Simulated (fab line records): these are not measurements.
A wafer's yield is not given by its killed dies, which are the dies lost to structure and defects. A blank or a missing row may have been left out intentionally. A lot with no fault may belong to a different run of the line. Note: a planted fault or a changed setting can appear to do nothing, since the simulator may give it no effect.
fab line records	flow rit-cmos
[record] lots = 14	wafers = 42	last-day = 7
route steps=202 shown FOX2@27 PWELL@52 PRETRO@67 M1@202
lots untouched by any fault: they come from a run of this same line in which no faults occurred
start-h: hours from the record's first day to the start of the lot's first wafer shown	wait-h: hours since the lot's step before	" as in the row above	L1.1+2: a row that stands for several wafers	- no value, or no start was given	* or withheld: withheld	< > ~ a bound
route shown NAME@n: NAME is a module with steps in the file, n the number in the route of the first one	usual: the fault-free wafers' mean and standard deviation	same: alike in all rows	chamber/n: place in a boat	sites: the reading at each site	_std_site: standard deviation across them	_edge_site: mean of outer sites minus mean of inner sites	radius-mm: how far each site lies from the wafer's centre	mask NAME#n: copy n	behind: tool/chamber where the wafer was last shaped	hold: why the lot was held/for how many hours/how that ended	device: which transistor (n, p or np) failed to switch	end of line: tests run on the same wafers once the route is complete	where a step has no rows: the recipe by itself	killed: at the first sort, the dies lost to defects and structure; wafer yield is something else	map: shows each die of a wafer: x if killed, . if not, _ if none is there
set.NAME: the run value of the setting; set.NAME@STEP: its run value at that earlier step	model.NAME: the simulator's own value behind a step, which no gauge read
the route's steps for a sample of lots (tables are steps, rows are wafers)
services: from which hour (start-h, from the record's first day; less than 0 if before it) a tool's chamber was out of use, for how many hours, and why
[[steps]]
[step RIT_FOX2_THK_MEAS_90]
[recipe] reads = SiO2_of_FOX2_OXIDATION_00
[usual] FIELD_OXIDE_LEFT_1_THK = 321/8.2
lot.wafer	tool	chamber	start-h	wait-h	FIELD_OXIDE_LEFT_1_THK[nm]
L222.1	film-metro-01	-	21.10	0.0	314
L222.4	"	-	"	"	313
L222.5	"	-	"	"	314
L223.1	film-metro-02	-	25.24	0.0	313
L223.3	"	-	"	"	311
L223.6	"	-	"	"	311
L225.2	film-metro-02	-	36.08	0.0	318
L225.3	"	-	"	"	317
L225.5	"	-	"	"	315
L226.1	film-metro-02	-	40.53	0.0	312
L226.5	"	-	"	"	311
L226.6	"	-	"	"	308
L227.1	film-metro-01	-	45.63	0.0	335
L227.4	"	-	"	"	337
L227.5	"	-	"	"	340
L228.1	film-metro-02	-	50.81	0.0	334
L228.3	"	-	"	"	338
L228.6	"	-	"	"	330
L231.1	film-metro-01	-	67.03	0.0	313
L231.3	"	-	"	"	324
L231.4	"	-	"	"	321
L232.2	film-metro-02	-	75.89	0.0	316
L232.3	"	-	"	"	316
L232.4	"	-	"	"	316
L234.3	film-metro-02	-	80.39	0.0	327
L234.5	"	-	"	"	325
L234.6	"	-	"	"	322
L235.2	film-metro-01	-	86.68	0.0	322
L235.4	"	-	"	"	325
L235.5	"	-	"	"	325
L240.2	film-metro-01	-	113.91	0.0	314
L240.3	"	-	"	"	318
L240.5	"	-	"	"	316
L241.3	film-metro-03	-	115.76	0.0	321
L241.4	"	-	"	"	323
L241.6	"	-	"	"	320
L242.1	film-metro-03	-	120.05	0.0	326
L242.4	"	-	"	"	330
L242.6	"	-	"	"	328
L244.1	film-metro-01	-	131.59	0.0	332
L244.3	"	-	"	"	323
L244.4	"	-	"	"	327
[step RIT_WELLDRIVE_RS_MEAS_02]
[recipe] thk-meas-gauge = four-point-probe
[usual] PWELL_RS = 429.5/1.1
lot.wafer	tool	chamber	start-h	wait-h	PWELL_RS[ohm/sq]
L222.1	film-metro-02	-	29.99	0.1	429.3
L222.4	"	-	"	"	429.5
L222.5	"	-	"	"	428.8
L223.1	film-metro-02	-	34.00	0.1	428.6
L223.3	"	-	"	"	429.2
L223.6	"	-	"	"	430.0
L225.2	film-metro-02	-	44.62	0.1	429.9
L225.3	"	-	"	"	428.2
L225.5	"	-	"	"	429.1
L226.1	film-metro-03	-	49.69	0.1	428.5
L226.5	"	-	"	"	429.1
L226.6	"	-	"	"	428.2
L227.1	film-metro-03	-	54.77	0.1	430.8
L227.4	"	-	"	"	430.3
L227.5	"	-	"	"	429.0
L228.1	film-metro-02	-	59.79	0.1	431.4
L228.3	"	-	"	"	430.5
L228.6	"	-	"	"	430.1
L231.1	film-metro-04	-	76.50	0.1	429.0
L231.3	"	-	"	"	429.2
L231.4	"	-	"	"	429.8
L232.2	film-metro-02	-	84.60	0.1	429.3
L232.3	"	-	"	"	431.0
L232.4	"	-	"	"	430.4
L234.3	film-metro-02	-	89.70	0.1	430.4
L234.5	"	-	"	"	429.8
L234.6	"	-	"	"	429.9
L235.2	film-metro-02	-	95.26	0.1	430.3
L235.4	"	-	"	"	428.4
L235.5	"	-	"	"	429.2
L240.2	film-metro-02	-	122.29	0.1	430.0
L240.3	"	-	"	"	428.3
L240.5	"	-	"	"	429.2
L241.3	film-metro-02	-	124.47	0.1	433.5
L241.4	"	-	"	"	430.6
L241.6	"	-	"	"	431.5
L242.1	film-metro-02	-	129.52	0.1	428.7
L242.4	"	-	"	"	428.2
L242.6	"	-	"	"	429.7
L244.1	film-metro-02	-	140.40	0.1	428.4
L244.3	"	-	"	"	427.8
L244.4	"	-	"	"	427.9
[step RIT_PRETRO_EXPOSE_03]
[recipe] mask-id = M5	na = 0.57	target-cd-nm = 43700	dose-mj = 250
[usual] reticle-temp-C = 23.01/0.11
lot.wafer	tool	chamber	start-h	wait-h	mask	reticle-temp-C
L222.1	iline-stepper-02	0	32.36	0.2	M5#0	23.17
L222.4	"	0	"	"	M5#0	22.99
L222.5	"	0	"	"	M5#0	22.92
L223.1	iline-stepper-01	0	36.37	0.2	M5#0	23.03
L223.3	"	0	"	"	M5#0	22.95
L223.6	"	0	"	"	M5#0	23.01
L225.2	iline-stepper-01	0	47.03	0.1	M5#0	23.00
L225.3	"	0	"	"	M5#0	22.87
L225.5	"	0	"	"	M5#0	22.97
L226.1	iline-stepper-02	0	51.93	0.2	M5#0	22.97
L226.5	"	0	"	"	M5#0	23.08
L226.6	"	0	"	"	M5#0	22.92
L227.1	iline-stepper-01	0	57.22	0.2	M5#0	22.98
L227.4	"	0	"	"	M5#0	22.98
L227.5	"	0	"	"	M5#0	22.99
L228.1	iline-stepper-01	0	62.04	0.1	M5#0	23.05
L228.3	"	0	"	"	M5#0	22.99
L228.6	"	0	"	"	M5#0	23.11
L231.1	iline-stepper-01	0	78.87	0.2	M5#0	23.07
L231.3	"	0	"	"	M5#0	23.16
L231.4	"	0	"	"	M5#0	22.91
L232.2	iline-stepper-02	0	86.89	0.2	M5#0	23.09
L232.3	"	0	"	"	M5#0	23.01
L232.4	"	0	"	"	M5#0	22.95
L234.3	iline-stepper-01	0	91.95	0.1	M5#0	23.09
L234.5	"	0	"	"	M5#0	22.94
L234.6	"	0	"	"	M5#0	23.12
L235.2	iline-stepper-01	0	97.50	0.1	M5#0	22.93
L235.4	"	0	"	"	M5#0	22.89
L235.5	"	0	"	"	M5#0	22.79
L240.2	iline-stepper-01	0	124.59	0.1	M5#0	22.93
L240.3	"	0	"	"	M5#0	22.93
L240.5	"	0	"	"	M5#0	23.02
L241.3	iline-stepper-02	0	126.97	0.2	M5#0	22.97
L241.4	"	0	"	"	M5#0	23.07
L241.6	"	0	"	"	M5#0	22.94
L242.1	iline-stepper-02	0	131.64	0.1	M5#0	23.15
L242.4	"	0	"	"	M5#0	23.22
L242.6	"	0	"	"	M5#0	23.18
L244.1	iline-stepper-01	0	142.64	0.2	M5#0	23.09
L244.3	"	0	"	"	M5#0	23.04
L244.4	"	0	"	"	M5#0	23.24
[step RIT_PRETRO_OVL_MEAS_06]
[usual] PRETRO_OVL = 0.3/1.2
lot.wafer	tool	chamber	start-h	wait-h	PRETRO_OVL[nm]
L222.1	overlay-02	-	32.79	-	0.5
L222.4	"	-	"	"	0.2
L222.5	"	-	"	"	1.3
L223.1	overlay-02	-	36.80	-	-1.5
L223.3	"	-	"	"	-0.6
L223.6	"	-	"	"	-1.0
L225.2	overlay-02	-	47.45	-	2.7
L225.3	"	-	"	"	0.9
L225.5	"	-	"	"	2.2
L226.1	overlay-01	-	52.36	-	-0.2
L226.5	"	-	"	"	1.4
L226.6	"	-	"	"	-0.8
L227.1	overlay-02	-	57.70	-	-1.9
L227.4	"	-	"	"	-1.3
L227.5	"	-	"	"	-1.6
L228.1	overlay-02	-	62.47	-	0.2
L228.3	"	-	"	"	-1.7
L228.6	"	-	"	"	-1.2
L231.1	overlay-02	-	79.30	-	1.5
L231.3	"	-	"	"	1.0
L231.4	"	-	"	"	0.6
L232.2	overlay-01	-	87.31	-	0.0
L232.3	"	-	"	"	0.7
L232.4	"	-	"	"	-0.5
L234.3	overlay-01	-	92.35	-	1.8
L234.5	"	-	"	"	2.0
L234.6	"	-	"	"	3.2
L235.2	overlay-02	-	98.18	-	-0.6
L235.4	"	-	"	"	-0.7
L235.5	"	-	"	"	-0.3
L240.2	overlay-02	-	125.13	-	2.8
L240.3	"	-	"	"	3.3
L240.5	"	-	"	"	4.7
L241.3	overlay-02	-	127.37	-	1.4
L241.4	"	-	"	"	-1.4
L241.6	"	-	"	"	1.0
L242.1	overlay-02	-	132.07	-	1.0
L242.4	"	-	"	"	1.4
L242.6	"	-	"	"	0.2
L244.1	overlay-01	-	143.07	-	3.0
L244.3	"	-	"	"	4.2
L244.4	"	-	"	"	4.4
[step RIT_FOX2_THK_MEAS_91]
[recipe] reads = SiO2_of_FOX2_OXIDATION_00
[usual] FIELD_OXIDE_LEFT_2_THK = 253/8.2
lot.wafer	tool	chamber	start-h	wait-h	FIELD_OXIDE_LEFT_2_THK[nm]
L222.1	film-metro-01	-	33.95	0.0	245
L222.4	"	-	"	"	244
L222.5	"	-	"	"	246
L223.1	film-metro-03	-	37.90	0.0	245
L223.3	"	-	"	"	244
L223.6	"	-	"	"	243
L225.2	film-metro-02	-	48.54	0.0	249
L225.3	"	-	"	"	248
L225.5	"	-	"	"	246
L226.1	film-metro-02	-	53.45	0.0	244
L226.5	"	-	"	"	244
L226.6	"	-	"	"	240
L227.1	film-metro-01	-	58.79	0.0	267
L227.4	"	-	"	"	269
L227.5	"	-	"	"	272
L228.1	film-metro-01	-	63.55	0.0	265
L228.3	"	-	"	"	269
L228.6	"	-	"	"	262
L231.1	film-metro-01	-	80.42	0.0	245
L231.3	"	-	"	"	256
L231.4	"	-	"	"	253
L232.2	film-metro-01	-	88.40	0.0	248
L232.3	"	-	"	"	248
L232.4	"	-	"	"	247
L234.3	film-metro-02	-	93.45	0.0	259
L234.5	"	-	"	"	257
L234.6	"	-	"	"	254
L235.2	film-metro-01	-	99.28	0.0	254
L235.4	"	-	"	"	256
L235.5	"	-	"	"	256
L240.2	film-metro-02	-	126.23	0.0	246
L240.3	"	-	"	"	250
L240.5	"	-	"	"	247
L241.3	film-metro-03	-	128.47	0.0	252
L241.4	"	-	"	"	255
L241.6	"	-	"	"	252
L242.1	film-metro-02	-	133.19	0.0	257
L242.4	"	-	"	"	261
L242.6	"	-	"	"	259
L244.1	film-metro-03	-	144.16	0.0	264
L244.3	"	-	"	"	256
L244.4	"	-	"	"	259
[step RIT_M1_PROBE_99]
[usual] killed_at_M0_to_M3 = 0.0/0.14	killed-at-contacts = 0.1/0.34	killed-at-front-end = 6.6/2.7	killed-dies = 6.7/2.7	killed-open = 3.5/1.9	killed-short = 3.1/1.8
[same] gross-dies = 264	killed_at_M4_up = 0	killed-at-back-side = 0	killed-at-other = 0
lot.wafer	tool	chamber	start-h	wait-h	killed_at_M0_to_M3	killed-at-contacts	killed-at-front-end	killed-dies	killed-open	killed-short
L222.1	prober-01	-	61.99	0.1	0	0	6	6	3	3
L222.4	prober-01	-	62.14	0.2	0	0	3	3	2	1
L222.5	prober-01	-	62.19	0.2	0	0	7	7	3	4
L223.1	prober-02	-	64.32	0.1	0	0	4	4	1	3
L223.3	prober-02	-	64.42	0.2	0	0	5	5	3	2
L223.6	prober-02	-	64.57	0.2	0	0	13	13	8	5
L225.2	prober-02	-	73.65	0.1	0	0	5	5	3	2
L225.3	prober-02	-	73.70	0.2	0	0	6	6	4	2
L225.5	prober-02	-	73.80	0.2	0	0	6	6	4	2
L226.1	prober-01	-	79.32	0.1	0	0	10	10	5	5
L226.5	prober-01	-	79.52	0.2	0	0	7	7	3	4
L226.6	prober-01	-	79.57	0.2	0	0	10	10	3	7
L227.1	prober-02	-	86.18	0.1	0	0	5	5	3	2
L227.4	prober-02	-	86.33	0.2	0	0	8	8	4	4
L227.5	prober-02	-	86.38	0.2	0	0	8	8	5	3
L228.1	prober-01	-	90.24	0.1	0	0	3	3	0	3
L228.3	prober-01	-	90.34	0.2	0	0	4	4	1	3
L228.6	prober-01	-	90.49	0.2	0	0	2	2	1	1
L231.1	prober-02	-	106.96	0.1	0	0	7	7	3	4
L231.3	prober-02	-	107.06	0.2	1	0	10	11	5	6
L231.4	prober-02	-	107.11	0.2	0	0	11	11	5	6
L232.2	prober-01	-	115.00	0.1	0	0	6	6	2	4
L232.3	prober-01	-	115.05	0.2	0	0	5	5	3	2
L232.4	prober-01	-	115.10	0.2	0	0	6	6	5	1
L234.3	prober-01	-	122.73	0.2	0	0	10	10	5	5
L234.5	prober-01	-	122.83	0.2	0	1	6	7	3	4
L234.6	prober-01	-	122.88	0.2	0	0	8	8	3	5
L235.2	prober-02	-	127.69	0.1	0	1	3	4	1	3
L235.4	prober-02	-	127.79	0.2	0	0	4	4	2	2
L235.5	prober-02	-	127.84	0.2	0	0	5	5	4	1
L240.2	prober-01	-	152.26	0.1	0	0	6	6	1	5
L240.3	prober-01	-	152.31	0.2	0	0	5	5	3	2
L240.5	prober-01	-	152.41	0.2	0	0	6	6	1	5
L241.3	prober-02	-	154.12	0.2	0	1	7	8	6	2
L241.4	prober-02	-	154.17	0.2	0	0	7	7	5	2
L241.6	prober-02	-	154.27	0.2	0	2	8	10	6	4
L242.1	prober-01	-	161.99	0.1	0	0	4	4	3	1
L242.4	prober-01	-	162.14	0.2	0	1	6	7	5	2
L242.6	prober-01	-	162.24	0.2	0	0	4	4	2	2
L244.1	prober-01	-	170.01	0.1	0	0	4	4	1	3
L244.3	prober-01	-	170.11	0.2	0	0	7	7	2	5
L244.4	prober-01	-	170.16	0.2	0	1	4	5	1	4
// killed by level:class
L222.1 GATE:geometric-particle:short=2 SPACER:geometric-particle:open=2 GATE:geometric-particle:open=1 SILICIDE:geometric-particle:short=1
L222.4 FOX2:geometric-particle:short=1 GATE:geometric-particle:open=1 SPACER:geometric-particle:open=1
L222.5 SPACER:geometric-particle:short=2 SILICIDE:geometric-particle:open=2 FOX2:geometric-particle:short=1 GATE:geometric-particle:short=1 SPACER:geometric-particle:open=1
L223.1 SPACER:geometric-particle:short=2 FOX2:geometric-particle:short=1 REOX:geometric-particle:open=1
L223.3 GATE:geometric-particle:short=2 FOX2:geometric-particle:open=1 GATE:geometric-particle:open=1 REOX:geometric-particle:open=1
L223.6 REOX:geometric-particle:open=4 GATE:geometric-particle:short=3 FOX2:geometric-particle:open=2 FOX2:geometric-particle:short=1 GATE:geometric-particle:open=1 REOX:geometric-particle:short=1 SPACER:geometric-particle:open=1
L225.2 GATE:geometric-particle:open=2 FOX1:geometric-particle:open=1 GATE:geometric-particle:short=1 SILICIDE:geometric-particle:short=1
L225.3 GATE:geometric-particle:open=2 FOX1:geometric-particle:open=1 FOX1:geometric-particle:short=1 SILICIDE:geometric-particle:short=1 SILICIDE:geometric-particle:open=1
L225.5 GATE:geometric-particle:short=2 SILICIDE:geometric-particle:open=2 GATE:geometric-particle:open=1 REOX:geometric-particle:open=1
L226.1 GATE:geometric-particle:open=4 GATE:geometric-particle:short=3 SPACER:geometric-particle:short=2 FOX1:geometric-particle:open=1
L226.5 GATE:geometric-particle:open=2 GATE:geometric-particle:short=2 SILICIDE:geometric-particle:short=2 FOX1:geometric-particle:open=1
L226.6 GATE:geometric-particle:short=5 FOX1:geometric-particle:open=1 FOX1:geometric-particle:short=1 GATE:geometric-particle:open=1 SPACER:geometric-particle:short=1 SPACER:geometric-particle:open=1
L227.1 GATE:geometric-particle:open=2 FOX1:geometric-particle:short=1 GATE:geometric-particle:short=1 REOX:geometric-particle:open=1
L227.4 GATE:geometric-particle:short=3 GATE:geometric-particle:open=2 FOX1:geometric-particle:open=1 SPACER:geometric-particle:open=1 SPACER:geometric-particle:short=1
L227.5 GATE:geometric-particle:open=2 SILICIDE:geometric-particle:open=2 GATE:geometric-particle:short=1 REOX:geometric-particle:open=1 SPACER:geometric-particle:short=1 SILICIDE:geometric-particle:short=1
L228.1 FOX1:geometric-particle:short=1 GATE:geometric-particle:short=1 SILICIDE:geometric-particle:short=1
L228.3 FOX1:geometric-particle:short=1 GATE:geometric-particle:open=1 GATE:geometric-particle:short=1 SILICIDE:geometric-particle:short=1
L228.6 FOX1:geometric-particle:short=1 GATE:geometric-particle:open=1
L231.1 FOX2:geometric-particle:short=1 GATE:geometric-particle:open=1 GATE:geometric-particle:short=1 SPACER:geometric-particle:open=1 SPACER:geometric-particle:short=1 SILICIDE:geometric-particle:short=1 SILICIDE:geometric-particle:open=1
L231.3 GATE:geometric-particle:short=2 GATE:geometric-particle:open=2 SPACER:geometric-particle:open=2 SILICIDE:geometric-particle:short=2 SPACER:geometric-particle:short=1 SILICIDE:geometric-particle:open=1 M1:geometric-particle:short=1
L231.4 SPACER:geometric-particle:open=3 SILICIDE:geometric-particle:short=3 GATE:geometric-particle:short=2 FOX2:geometric-particle:short=1 GATE:geometric-particle:open=1 SILICIDE:geometric-particle:open=1
L232.2 GATE:geometric-particle:short=2 SPACER:geometric-particle:open=2 REOX:geometric-particle:short=1 SILICIDE:geometric-particle:short=1
L232.3 GATE:geometric-particle:open=2 GATE:geometric-particle:short=1 SPACER:geometric-particle:open=1 REOX:geometric-particle:short=1
L232.4 FOX2:geometric-particle:open=2 GATE:geometric-particle:open=2 REOX:geometric-particle:short=1 REOX:geometric-particle:open=1
L234.3 GATE:geometric-particle:open=2 SPACER:geometric-particle:short=2 SPACER:geometric-particle:open=2 FOX1:geometric-particle:short=1 GATE:geometric-particle:short=1 REOX:geometric-particle:open=1 SILICIDE:geometric-particle:short=1
L234.5 SPACER:geometric-particle:open=2 FOX1:geometric-particle:open=1 FOX1:geometric-particle:short=1 FOX2:geometric-particle:short=1 SPACER:geometric-particle:short=1 CONTACT:geometric-particle:short=1
L234.6 GATE:geometric-particle:short=2 GATE:geometric-particle:open=2 ACTIVE:geometric-particle:open=1 FOX2:geometric-particle:short=1 REOX:geometric-particle:short=1 SPACER:geometric-particle:short=1
L235.2 GATE:geometric-particle:short=1 SILICIDE:geometric-particle:short=1 SPACER:geometric-particle:short=1 CONTACT:geometric-particle:open=1
L235.4 GATE:geometric-particle:open=2 FOX2:geometric-particle:short=1 SPACER:geometric-particle:short=1
L235.5 GATE:geometric-particle:open=3 GATE:geometric-particle:short=1 SILICIDE:geometric-particle:open=1
L240.2 FOX1:geometric-particle:short=2 GATE:geometric-particle:short=2 FOX2:geometric-particle:open=1 REOX:geometric-particle:short=1
L240.3 GATE:geometric-particle:short=2 FOX2:geometric-particle:open=1 GATE:geometric-particle:open=1 REOX:geometric-particle:open=1
L240.5 REOX:geometric-particle:short=3 FOX2:geometric-particle:short=1 SPACER:geometric-particle:short=1 SILICIDE:geometric-particle:open=1
L241.3 GATE:geometric-particle:open=2 FOX2:geometric-particle:short=1 REOX:geometric-particle:open=1 SPACER:geometric-particle:open=1 SPACER:geometric-particle:short=1 SILICIDE:geometric-particle:open=1 CONTACT:geometric-particle:open=1
L241.4 FOX1:geometric-particle:open=2 FOX1:geometric-particle:short=2 SPACER:geometric-particle:open=2 GATE:geometric-particle:open=1
L241.6 GATE:geometric-particle:open=3 GATE:geometric-particle:short=3 FOX1:geometric-particle:open=1 SILICIDE:geometric-particle:open=1 CONTACT:geometric-particle:open=1 CONTACT:geometric-particle:short=1
L242.1 SILICIDE:geometric-particle:open=2 GATE:geometric-particle:short=1 GATE:geometric-particle:open=1
L242.4 GATE:geometric-particle:open=2 REOX:geometric-particle:open=2 GATE:geometric-particle:short=1 SILICIDE:geometric-particle:short=1 CONTACT:geometric-particle:open=1
L242.6 GATE:geometric-particle:open=1 REOX:geometric-particle:short=1 SPACER:geometric-particle:open=1 SILICIDE:geometric-particle:short=1
L244.1 GATE:geometric-particle:short=3 GATE:geometric-particle:open=1
L244.3 GATE:geometric-particle:short=2 FOX1:geometric-particle:short=1 GATE:geometric-particle:open=1 REOX:geometric-particle:short=1 REOX:geometric-particle:open=1 SILICIDE:geometric-particle:short=1
L244.4 REOX:geometric-particle:short=1 SPACER:geometric-particle:short=1 SILICIDE:geometric-particle:open=1 SILICIDE:geometric-particle:short=1 CONTACT:geometric-particle:short=1
[[services]]
tool	chamber	start-h	hours	kind
iline-stepper-01	-	8.59	2.1	pm
iline-stepper-01	-	10.67	-	consumable-replace:lamp
iline-stepper-02	-	21.18	5.7	repair
iline-stepper-02	-	54.26	1.7	pm
iline-stepper-01	-	127.65	1.7	pm
iline-stepper-01	-	130.37	8.9	pm
[[key]]
[first-sign] step = RIT_PRETRO_OVL_MEAS_06	reading = PRETRO_OVL	direction = up	sigmas = 2.9	usual = 0.3	struck = 3.7
effect none on later readings
met-at RIT_PRETRO_EXPOSE_03
struck-lots L240,L244
tester-left-out L240,L244
not-acting-at RIT_FOX2_THK_MEAS_90,RIT_WELLDRIVE_RS_MEAS_02,RIT_FOX2_THK_MEAS_91
onset-between 97.50 124.59
[fault] kind = process-parameter-drift	tool = iline-stepper-01	chamber = -	onset-h = 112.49	steps = RIT_PRETRO_EXPOSE_03	channel = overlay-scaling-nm	offset = 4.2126	shape = step	end-h = 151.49
// tester-left-out: of these lots the tester's yield and bins aren't shown, on N5 and GAA mostly nor the transistor test; their killed dies are dies lost to structure and defects alone, not to doping, threshold or leakage, so they don't give the yield
